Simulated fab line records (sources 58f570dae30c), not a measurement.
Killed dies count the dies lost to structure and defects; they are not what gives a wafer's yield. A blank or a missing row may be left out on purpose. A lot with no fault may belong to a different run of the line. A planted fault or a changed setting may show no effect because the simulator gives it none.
Which tool was responsible? | flow berkeleyCmos170 | 13 lots with 39 wafers sampled at 5 steps, on a route of 331 steps

== WHAT EACH GAUGE READ, for each wafer ==
UCB170_NWELL_THK_MEAS_02.
lot  | measured    | on           | NWELL_OXIDE_THK (nm)
L860 | day 2 01:23 | filmMetro-01 | 26.3 26.5 26.3
L861 | day 2 17:29 | filmMetro-03 | 26.1 25.9 25.7
L864 | day 3 02:19 | filmMetro-02 | 25.7 26.1 26.2
L866 | day 3 14:08 | filmMetro-03 | 26.2 26.6 26.8
L867 | day 3 14:09 | filmMetro-02 | 26.4 26.9 26.4
L868 | day 3 20:45 | filmMetro-01 | 25.4 25.5 25.8
L870 | day 4 03:49 | filmMetro-03 | 26.0 25.9 26.6
L873 | day 4 13:38 | filmMetro-03 | 25.9 25.7 25.9
L871 | day 4 13:39 | filmMetro-02 | 26.6 26.7 26.7
L872 | day 4 13:40 | filmMetro-01 | 25.9 25.7 26.0
L874 | day 4 19:21 | filmMetro-03 | 26.4 26.1 26.1
L876 | day 5 09:28 | filmMetro-01 | 26.5 26.7 26.3
L883 | day 7 05:49 | filmMetro-02 | 26.6 26.2 26.0

UCB170_NWELL_OVL_MEAS_12.
lot  | measured    | on         | NWELL_OVL (nm)
L860 | day 2 13:17 | overlay-01 | 11 13 8
L861 | day 3 03:58 | overlay-01 | -3 -10 -10
L864 | day 3 11:40 | overlay-01 | 6 3 13
L866 | day 3 22:22 | overlay-01 | 5 8 0
L867 | day 3 22:30 | overlay-01 | 0 1 9
L868 | day 4 07:32 | overlay-02 | 11 8 7
L870 | day 4 11:19 | overlay-01 | 8 14 6
L873 | day 4 20:34 | overlay-01 | 4 -3 9
L871 | day 4 20:52 | overlay-02 | 6 4 0
L872 | day 4 20:59 | overlay-01 | - - -
L874 | day 5 03:18 | overlay-02 | 2 2 9
L876 | day 5 15:47 | overlay-02 | -4 -6 -1
L883 | day 7 16:17 | overlay-02 | -2 -4 5

UCB170_NWELL_TW_MEAS_16.
lot  | measured    | on           | NWELL_TW
L860 | day 2 13:40 | filmMetro-01 | 1231 1228 1229
L861 | day 3 04:22 | filmMetro-01 | 1233 1235 1229
L864 | day 3 12:03 | filmMetro-02 | 1248 1254 1245
L866 | day 3 22:46 | filmMetro-03 | 1274 1268 1265
L867 | day 3 22:54 | filmMetro-01 | 1225 1234 1232
L868 | day 4 07:56 | filmMetro-01 | 1231 1234 1231
L870 | day 4 11:43 | filmMetro-01 | 1235 1234 1232
L873 | day 4 20:58 | filmMetro-01 | 1224 1224 1237
L871 | day 4 21:15 | filmMetro-02 | 1249 1240 1243
L872 | day 4 21:23 | filmMetro-03 | 31 30 30 30 30 30
L874 | day 5 03:42 | filmMetro-03 | 1278 1273 1271
L876 | day 5 16:14 | filmMetro-03 | 1278 1271 1263
L883 | day 7 16:41 | filmMetro-01 | 1241 1248 1235

UCB170_WELLDRIVE_THK_MEAS_02.
lot  | measured    | on           | WELLDRIVE_OXIDE_THK (nm)
L860 | day 3 23:43 | filmMetro-04 | 193 193 197
L861 | day 4 16:07 | filmMetro-01 | 188 188 189
L864 | day 4 22:33 | filmMetro-01 | 202 196 198
L866 | day 4 22:34 | filmMetro-03 | 196 197 197
L867 | day 5 04:40 | filmMetro-03 | 197 196 196
L868 | day 5 22:25 | filmMetro-01 | 199 199 203
L870 | day 5 16:07 | filmMetro-01 | 198 196 195
L873 | day 6 04:34 | filmMetro-03 | 188 188 193
L871 | day 6 04:34 | filmMetro-04 | 199 198 199
L874 | day 6 12:49 | filmMetro-04 | 190 190 191
L876 | day 7 03:13 | filmMetro-03 | 203 200 200
L883 | day 9 03:39 | filmMetro-01 | 208 204 204

== WHAT TOOL EACH LOT RAN ON (gives the tool, then ch and the chambers of the sampled wafers, and finally the start) ==
lot  | UCB170_NWELL_EXPOSE_09
L860 | krfScanner-02 ch 0, day 2 12:55
L861 | krfScanner-01 ch 0, day 3 02:50
L864 | krfScanner-01 ch 0, day 3 10:06
L866 | krfScanner-02 ch 0, day 3 21:59
L867 | krfScanner-02 ch 0, day 3 22:07
L868 | krfScanner-02 ch 0, day 4 07:09
L870 | krfScanner-02 ch 0, day 4 10:40
L873 | krfScanner-02 ch 0, day 4 19:24
L871 | krfScanner-02 ch 0, day 4 19:32
L872 | krfScanner-02 ch 0, day 4 19:40
L874 | krfScanner-02 ch 0, day 5 02:47
L876 | krfScanner-01 ch 0, day 5 14:44
L883 | krfScanner-01 ch 0, day 7 15:54
- UCB170_NWELL_EXPOSE_09: exposes mask NWELL, target cd 3000 nm.

== WHAT THE TOOLS THEMSELVES READ (means of the sampled wafers that have a number; where no wafer has one, the mark that the record gives instead) ==
UCB170_NWELL_EXPOSE_09.
lot  | tool          | focusOffsetNm (nm)
L860 | krfScanner-02 | 0.2
L861 | krfScanner-01 | 0.3
L864 | krfScanner-01 | -0.1
L866 | krfScanner-02 | -0.1
L867 | krfScanner-02 | 0.6
L868 | krfScanner-02 | 0.2
L870 | krfScanner-02 | -0.4
L873 | krfScanner-02 | 0.5
L871 | krfScanner-02 | -0.5
L872 | krfScanner-02 | -0.4
L874 | krfScanner-02 | -0.1
L876 | krfScanner-01 | -0.3
L883 | krfScanner-01 | -0.5

== THE ANSWER, worked out from the rows above alone ==
Rule: the usual values come from the lots themselves. The widest of any qualifying gaps counts: lots, ordered by their means at a reading, are off when they make up no more than a third of the lots, leave a main group of 4 or more, and stand apart from it by 3 or more times the standard deviation of that group's means. The tables above print the reading to a certain number of digits; a main group whose means all agree to those digits is not used. Also off: a lot with no number at a reading for which 4 or more lots have one. Any other lot the step has rows for is counted as sound. The gauges are gone through in route order, then the tools' own readings, and for those a lot's mean is taken as printed above. At the first step where some lot is off, the reading lying furthest off is the one used; lots without a number count as furthest.
Off: at UCB170_NWELL_OVL_MEAS_12 (NWELL_OVL), L872. Without a number there: L872. Mean 4 nm and standard deviation 5.2 in the main group.
If a tool, at a process step before that reading, ran all the lots that are off and no sound lot after the first of them, it fits. Not tried: the gauges at UCB170_NWELL_OVL_MEAS_12; whatever is off there is also off at UCB170_NWELL_TW_MEAS_16, on other tools, and gauge error can't account for it. No candidate that was tried fits.

== WHAT HAD BEEN PUT IN BY THE SIMULATOR ==
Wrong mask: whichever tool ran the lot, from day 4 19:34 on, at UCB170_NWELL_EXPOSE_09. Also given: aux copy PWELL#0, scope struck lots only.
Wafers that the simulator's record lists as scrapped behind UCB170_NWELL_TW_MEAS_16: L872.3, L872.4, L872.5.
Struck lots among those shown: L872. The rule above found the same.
